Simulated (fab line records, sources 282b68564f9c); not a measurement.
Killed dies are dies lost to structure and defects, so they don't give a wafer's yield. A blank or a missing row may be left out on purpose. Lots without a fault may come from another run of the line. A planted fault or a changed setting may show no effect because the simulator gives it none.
Tool commonality check | flow rit_cmos | 14 lots, 48 wafers sampled

WHY IT WAS OPENED
At RIT_NRETRO_TW_MEAS_10 the reading NRETRO_TW is flagged on 2 of 14 lots. Wafers without a fault read 1051, standard deviation 9.3.
Rule: a lot is flagged when every wafer of it that has a number lies more than 4 standard deviations from that mean, or none has a number. The other lots count as sound.

lot  | measured    | on            | NRETRO_TW, wafer by wafer | flag
L222 | day 2 07:23 | film_metro-02 | 1050 1050 1048            |
L223 | day 2 13:41 | film_metro-02 | 1048 1046 1055            |
L226 | day 3 01:40 | film_metro-02 | 1046 1046 1046            |
L228 | day 3 12:14 | film_metro-04 | 1063 1062 1063            |
L229 | day 3 17:21 | film_metro-03 | 1059 1063 1063            |
L230 | day 3 22:46 | film_metro-04 | 1063 1062 1059            |
L232 | day 4 08:18 | film_metro-02 | 1036 1048 1042            |
L234 | day 4 17:49 | film_metro-03 | 1046 1055 1053            |
L238 | day 5 14:04 | film_metro-02 | 929 930 935 937 936 930   | FLAGGED
L240 | day 6 05:46 | film_metro-03 | 931 934 932 932 935 927   | FLAGGED
L242 | day 6 12:32 | film_metro-03 | 1034 1039 1044            |
L243 | day 6 18:07 | film_metro-04 | 1064 1068 1064            |
L244 | day 6 19:50 | film_metro-03 | 1041 1040 1043            |
L245 | day 7 02:01 | film_metro-02 | 1047 1045 1048            |
The numbers of the flagged lots are 932 on average: -119 against the usual, or -13 standard deviations.

WHICH TOOL RAN EACH LOT
The record holds 1 process step before the reading, out of a route of 202 steps. In each cell: the tool, then ch and the chambers that the sampled wafers went through, then the start.
lot  | flag    | RIT_NRETRO_IMPLANT_08
L222 |         | implanter-03 ch 0, day 2 07:07
L223 |         | implanter-04 ch 0, day 2 13:23
L226 |         | implanter-04 ch 0, day 3 01:21
L228 |         | implanter-04 ch 0, day 3 11:55
L229 |         | implanter-04 ch 0, day 3 17:02
L230 |         | implanter-02 ch 0, day 3 22:26
L232 |         | implanter-02 ch 0, day 4 07:58
L234 |         | implanter-03 ch 0, day 4 17:30
L238 | FLAGGED | implanter-03 ch 0, day 5 13:47
L240 | FLAGGED | implanter-03 ch 0, day 6 05:26
L242 |         | implanter-02 ch 0, day 6 12:13
L243 |         | implanter-04 ch 0, day 6 17:47
L244 |         | implanter-04 ch 0, day 6 19:31
L245 |         | implanter-04 ch 0, day 7 01:44
What these steps do:
- RIT_NRETRO_IMPLANT_08
- RIT_NRETRO_TW_MEAS_10

FLAGGED OVER TOTAL, TOOL BY TOOL (the gauges that took the reading come last)
step                  | tool          | lots run | flagged | share of the flagged lots | sound lots run after its first flagged lot
RIT_NRETRO_IMPLANT_08 | implanter-02  | 3        | 0       | none                      | -
RIT_NRETRO_IMPLANT_08 | implanter-03  | 4        | 2       | all                       | 0
RIT_NRETRO_IMPLANT_08 | implanter-04  | 7        | 0       | none                      | -
RIT_NRETRO_TW_MEAS_10 | film_metro-02 | 6        | 1       | some                      | 1 (L245)
RIT_NRETRO_TW_MEAS_10 | film_metro-03 | 5        | 1       | some                      | 2 (L242,L244)
RIT_NRETRO_TW_MEAS_10 | film_metro-04 | 3        | 0       | none                      | -

WHAT THE TABLE ALLOWS
1 row of the table ran every flagged lot: implanter-03 at RIT_NRETRO_IMPLANT_08.
- implanter-03 at RIT_NRETRO_IMPLANT_08: 2 of its 4 lots flagged. Its last sound lot is L234 (day 4 17:30), its first flagged lot L238 (day 5 13:47): a fault that began between those two fits. Its own readings lie more than 4 standard deviations out on every wafer of the flagged lots: beam_energy_keV.
One tool is left: implanter-03 at RIT_NRETRO_IMPLANT_08.

WHAT THE SIMULATOR HAD PUT IN
Process parameter drift: implanter-03, from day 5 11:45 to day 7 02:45, at RIT_NRETRO_IMPLANT_08. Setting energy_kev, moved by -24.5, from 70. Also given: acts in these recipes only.
Lots struck among those shown: L238, L240. The rule above found the same.
